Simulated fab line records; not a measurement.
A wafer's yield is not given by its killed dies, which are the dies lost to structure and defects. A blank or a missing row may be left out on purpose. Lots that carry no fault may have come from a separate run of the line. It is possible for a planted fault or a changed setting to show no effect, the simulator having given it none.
8D (eight disciplines) problem report, filled in by code | flow berkeleyCmos170 | the parts of the form that need people (team, actions taken, sign-off) are left out

## 1. PROBLEM STATEMENT
At UCB170_M1_METAL_ETCH_12, biasW averages 162.2 W over 3 wafers from 2 lots, while fault-free wafers read 119.9 W, standard deviation 0.36. That is +99 or more standard deviations from the usual mean.
The step: etches Al in Cl2/BCl3, stops on PSG, target depth 780 nm, time 130 s.
First observed at day 10 09:34: wafer L306.3, on rieMetal-02. The record has a number at this step for 42 wafers belonging to 14 lots. By rule, "out" or "out of limits" means more than 4 standard deviations away from the usual mean. Any other wafer with a number is counted as sound.

## 2. WHAT THIS IS AND IS NOT
question                    | is                     | is not
which readings at this step | biasW                  | drypumpMotorCurrentA, oesProductAu, throttleValvePct
which lots                  | L306, L307             | L293, L296, L297, L299, L304, L305, L308, L309, L310, L311, L313, L314
which wafers of those lots  | L306.3, L306.6, L307.1 | L306.1, L307.2, L307.3
read on which tools         | rieMetal-02            | rieMetal-01, rieMetal-03
when                        | from day 10 09:34      | up to then (16 sound wafers); but 23 sound wafers of L305, L307, L308, L309, L310, L311, L313, L314 came after

## 3. SUSPECTS, AND WHAT RULES EACH OUT
Counting: any tool at a process step up to the reading remains a suspect provided it ran every lot that is out. Sound lots after the first of them don't rule it out here, since some wafers of a struck lot are sound.
- rieMetal-02 at UCB170_M1_METAL_ETCH_12 (etches Al in Cl2/BCl3, stops on PSG, target depth 780 nm, time 130 s): kept. Ran every lot that is out, first one L306 (day 10 09:34); last sound lot up to then L299 (day 8 21:34). On those wafers its own readings are out: biasW.
- At UCB170_M1_METAL_ETCH_12 on rieMetal-02, chamber 1 took the sound wafers of the same lots and chamber 0 took the wafers that are out.
After counting, what remains is rieMetal-02 at UCB170_M1_METAL_ETCH_12.

## 4. THE CAUSE (what the simulator had put in)
rieMetal-02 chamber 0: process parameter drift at UCB170_M1_METAL_ETCH_12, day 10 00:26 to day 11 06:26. The setting biasW was moved by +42, starting from 120. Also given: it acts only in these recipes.
This tool alone remained once counting was done.

## 5. SEQUENCE OF EFFECTS, ordered by route
One row per reading whose mean, taken over the struck wafers that have a number, lies over 3 standard deviations from the usual. Scope: only readings with a usual standard deviation given in the record; hours: median across lots of the time from each lot's start at the first step in this table that gives one to its start at this step; sigmas: change in usual standard deviations.
hours | step                    | reading | usual   | on struck wafers | change | sigmas
0     | UCB170_M1_METAL_ETCH_12 | biasW   | 119.9 W | 162.2            | +42.3  | +99 or more
Process steps it contains:
- UCB170_M1_METAL_ETCH_12: etches Al in Cl2/BCl3, stops on PSG, target depth 780 nm, time 130 s.

## 6. HOW IT WOULD HAVE BEEN CAUGHT EARLIER
In this record no reading fell out of limits until day 10 09:34, 9 hours after the fault had begun at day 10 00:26.
